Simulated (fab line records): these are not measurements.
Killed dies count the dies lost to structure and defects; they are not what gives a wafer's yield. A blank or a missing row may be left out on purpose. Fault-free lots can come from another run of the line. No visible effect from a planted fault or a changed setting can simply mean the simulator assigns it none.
A struck lot beside a sound one -- flow berkeley cmos170 -- 18 out of 331 route steps
Sound: wafers L416.2, L416.3, L416.4. Struck: wafers L425.1, L425.2, L425.3. The cause is given at the end.
Each step with rows lists, per side, the tool, then ch with its chambers, then its first start. Under that, the readings that differ: sound wafers -- struck wafers -- difference of the means -- sigmas: that difference in standard deviations of wafers without a fault.
alike: a reading whose means differ by less than 2 such deviations, as well as words and numbers matching on both sides. not compared: withheld readings; readings where some wafer has no value; bounds like >300 that might hide an equal value; numbers whose values overlap and for which the record gives no deviation.
Wherever a step has rows on one side only, a row that says differs or no value, or a row with sigmas, the two part there. Non-overlapping numbers with no deviation appear without sigmas and do not part them. A reading that every wafer of one side lacks parts them only if that side has two wafers or more.

first, 5 steps without rows for these wafers: UCB170_NLDD_COAT_01 (resist thk 900 nm); UCB170_NLDD_SOFTBAKE_02 (time 60 s); UCB170_NLDD_EXPOSE_03 (exposes mask NSELECT, target cd 1200 nm); UCB170_NLDD_PEB_04; UCB170_NLDD_DEVELOP_05 (develop time 45 s).
UCB170_NLDD_CD_MEAS_06 targets a cd of 1200 nm.
  struck on cd sem-01, day 10 02:27; sound on cd sem-02, day 7 20:35
  alike: cd nm
UCB170_NLDD_OVL_MEAS_07:
  struck on overlay-01, day 10 02:34; sound on overlay-02, day 7 20:41
  alike: NLDD_OVL
then, 2 steps without rows for these wafers: UCB170_NLDD_IMPLANT_08; UCB170_NLDD_IMPLANT_09.
UCB170_NLDD_STRIP_10: strips in O2.
  sound on plasma asher-01 ch 0,1, day 7 21:01; struck on plasma asher-03 ch 0,1, day 10 02:55
  alike: drypump motor current A, oes product au, strip time to endpoint s
  not compared: rf hours counter h
UCB170_NLDD_TW_MEAS_11:
  struck on film metro-02, day 10 03:01; sound on film metro-04, day 7 21:08
  alike: NLDD_TW
then, 1 step without rows for these wafers: UCB170_NLDD_CLEAN_12 (cleans in SPM, time 600 s).
UCB170_SPACER_CVD_00: deposits SiO2 from TEOS/O2, target thk 376 nm, time 47 s.
  sound on pecvd-02 ch 0,2, day 7 21:21; struck on pecvd-04 ch 0,1,2, day 10 03:16
  alike: heater power w, pressure mtorr
  not compared: model.SiO2_of_SPACER_CVD_00.thk nm
UCB170_SPACER_THK_MEAS_01:
  struck on film metro-02, day 10 03:18; sound on film metro-03, day 7 21:24
  alike: SPACER_TEOS_THK
then, 1 step without rows for these wafers: UCB170_SPACER_ANNEAL_02 (time 1800 s).
UCB170_SPACER_ETCHBACK_03: etches SiO2 in CHF3/CF4/Ar, stops on Si, target depth 376 nm, time 100 s.
  sound on rie diel-03 ch 0,2,3, day 8 00:29; struck on rie diel-01 ch 0,1,2, day 10 07:31
  alike: drypump motor current A, mfc ar sccm, oes product au, throttle valve pct
  not compared: rf hours counter h, model.etch.depth nm
then, 1 step without rows for these wafers: UCB170_PSD_HMDS_00 (prime time 60 s).
UCB170_M3_PROBE_99:
  rows exist in the record for the struck wafers here (prober-02, day 11 16:31), but not for the sound ones

WHERE THEY PART
UCB170_M3_PROBE_99 only, going by this record.

WHY: the cause the simulator had injected
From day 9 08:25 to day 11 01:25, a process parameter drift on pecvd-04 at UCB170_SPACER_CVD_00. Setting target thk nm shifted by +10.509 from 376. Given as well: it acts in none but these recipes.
